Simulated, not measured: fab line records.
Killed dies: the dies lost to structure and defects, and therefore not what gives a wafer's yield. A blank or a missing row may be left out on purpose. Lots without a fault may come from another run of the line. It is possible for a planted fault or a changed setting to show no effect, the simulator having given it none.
Tool commonality check :: flow berkeleyCmos170 :: Lots sampled 14, wafers sampled 48

## WHY IT WAS OPENED
At UCB170_SPACER_THK_MEAS_01 the reading SPACER_TEOS_THK is flagged on 2 of 14 lots. No-fault wafers: 376 nm, standard deviation 6.
Rule: a lot gets a flag if all its wafers with a number sit over 4 standard deviations from that mean, or if no wafer of it has a number. As for the other lots, they are considered sound.

lot: L320
measured: day 7 09:34
on: filmMetro-01
SPACER_TEOS_THK (nm), wafer by wafer: 374 373 380
flag: 

lot: L319
measured: day 7 09:59
on: filmMetro-02
SPACER_TEOS_THK (nm), wafer by wafer: 369 368 381
flag: 

lot: L323
measured: day 8 01:07
on: filmMetro-04
SPACER_TEOS_THK (nm), wafer by wafer: 373 367 377
flag: 

lot: L322
measured: day 8 02:26
on: filmMetro-02
SPACER_TEOS_THK (nm), wafer by wafer: 372 366 376
flag: 

lot: L324
measured: day 8 02:47
on: filmMetro-01
SPACER_TEOS_THK (nm), wafer by wafer: 370 373 375
flag: 

lot: L321
measured: day 8 03:01
on: filmMetro-02
SPACER_TEOS_THK (nm), wafer by wafer: 377 366 380
flag: 

lot: L326
measured: day 9 03:48
on: filmMetro-01
SPACER_TEOS_THK (nm), wafer by wafer: 376 375 381
flag: 

lot: L325
measured: day 9 04:07
on: filmMetro-01
SPACER_TEOS_THK (nm), wafer by wafer: 377 380 390
flag: 

lot: L329
measured: day 9 05:08
on: filmMetro-01
SPACER_TEOS_THK (nm), wafer by wafer: 366 373 379
flag: 

lot: L333
measured: day 10 10:26
on: filmMetro-04
SPACER_TEOS_THK (nm), wafer by wafer: 654 658 662 654 658 662
flag: FLAGGED

lot: L334
measured: day 10 15:55
on: filmMetro-01
SPACER_TEOS_THK (nm), wafer by wafer: 659 660 667 658 661 668
flag: FLAGGED

lot: L340
measured: day 11 23:19
on: filmMetro-04
SPACER_TEOS_THK (nm), wafer by wafer: 369 375 372
flag: 

lot: L341
measured: day 11 23:49
on: filmMetro-02
SPACER_TEOS_THK (nm), wafer by wafer: 375 366 377
flag: 

lot: L342
measured: day 12 05:43
on: filmMetro-01
SPACER_TEOS_THK (nm), wafer by wafer: 375 381 377
flag: 
The mean of the flagged lots' numbers is 660 nm, +284 nm from the usual (+47 standard deviations).

## WHICH TOOL RAN EACH LOT
The record keeps 1 process step preceding the reading, out of 331 steps on the route. Every cell lists first the tool, next ch and the chambers used by the sampled wafers, and last the start.
lot: L320
flag: 
UCB170_SPACER_CVD_00: pecvd-03 ch 0,1,2, day 7 09:30

lot: L319
flag: 
UCB170_SPACER_CVD_00: pecvd-02 ch 0,1,2, day 7 09:57

lot: L323
flag: 
UCB170_SPACER_CVD_00: pecvd-03 ch 0,1,2, day 8 01:04

lot: L322
flag: 
UCB170_SPACER_CVD_00: pecvd-01 ch 0,1,2, day 8 02:24

lot: L324
flag: 
UCB170_SPACER_CVD_00: pecvd-02 ch 1,2, day 8 02:44

lot: L321
flag: 
UCB170_SPACER_CVD_00: pecvd-03 ch 1,2, day 8 02:58

lot: L326
flag: 
UCB170_SPACER_CVD_00: pecvd-03 ch 0,1, day 9 03:45

lot: L325
flag: 
UCB170_SPACER_CVD_00: pecvd-02 ch 0,1,2, day 9 04:04

lot: L329
flag: 
UCB170_SPACER_CVD_00: pecvd-03 ch 1,2, day 9 05:06

lot: L333
flag: FLAGGED
UCB170_SPACER_CVD_00: pecvd-03 ch 0,2, day 10 10:23

lot: L334
flag: FLAGGED
UCB170_SPACER_CVD_00: pecvd-03 ch 0,1,2, day 10 15:52

lot: L340
flag: 
UCB170_SPACER_CVD_00: pecvd-02 ch 0,1,2, day 11 23:15

lot: L341
flag: 
UCB170_SPACER_CVD_00: pecvd-01 ch 0,1,2, day 11 23:46

lot: L342
flag: 
UCB170_SPACER_CVD_00: pecvd-01 ch 0,1,2, day 12 05:41
What these steps do:
- UCB170_SPACER_CVD_00: deposits SiO2 from TEOS/O2, target thk 376 nm, time 47 s.
- UCB170_SPACER_THK_MEAS_01

## FLAGGED OVER TOTAL, TOOL BY TOOL (the gauges that took the reading come last)
step: UCB170_SPACER_CVD_00
tool: pecvd-01
lots run: 3
flagged: 0
share of the flagged lots: none
sound lots run after its first flagged lot: -

step: UCB170_SPACER_CVD_00
tool: pecvd-02
lots run: 4
flagged: 0
share of the flagged lots: none
sound lots run after its first flagged lot: -

step: UCB170_SPACER_CVD_00
tool: pecvd-03
lots run: 7
flagged: 2
share of the flagged lots: all
sound lots run after its first flagged lot: 0

step: UCB170_SPACER_THK_MEAS_01
tool: filmMetro-01
lots run: 7
flagged: 1
share of the flagged lots: some
sound lots run after its first flagged lot: 1 (L342)

step: UCB170_SPACER_THK_MEAS_01
tool: filmMetro-02
lots run: 4
flagged: 0
share of the flagged lots: none
sound lots run after its first flagged lot: -

step: UCB170_SPACER_THK_MEAS_01
tool: filmMetro-04
lots run: 3
flagged: 1
share of the flagged lots: some
sound lots run after its first flagged lot: 1 (L340)

## WHAT THE TABLE ALLOWS
1 row of the table ran every flagged lot: pecvd-03 at UCB170_SPACER_CVD_00.
- pecvd-03 at UCB170_SPACER_CVD_00: 2 of its 7 lots flagged. Its last sound lot is L329 (day 9 05:06), its first flagged lot L333 (day 10 10:23): a fault that began between those two fits.
pecvd-03 at UCB170_SPACER_CVD_00 is the single tool remaining.

## WHAT WAS PUT IN BY THE SIMULATOR
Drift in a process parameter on pecvd-03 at UCB170_SPACER_CVD_00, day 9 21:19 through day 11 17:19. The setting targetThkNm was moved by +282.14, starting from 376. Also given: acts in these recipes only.
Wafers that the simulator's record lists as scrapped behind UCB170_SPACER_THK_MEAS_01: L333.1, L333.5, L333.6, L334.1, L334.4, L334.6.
Shown lots that were struck: L333, L334. This agrees with what the rule above found.
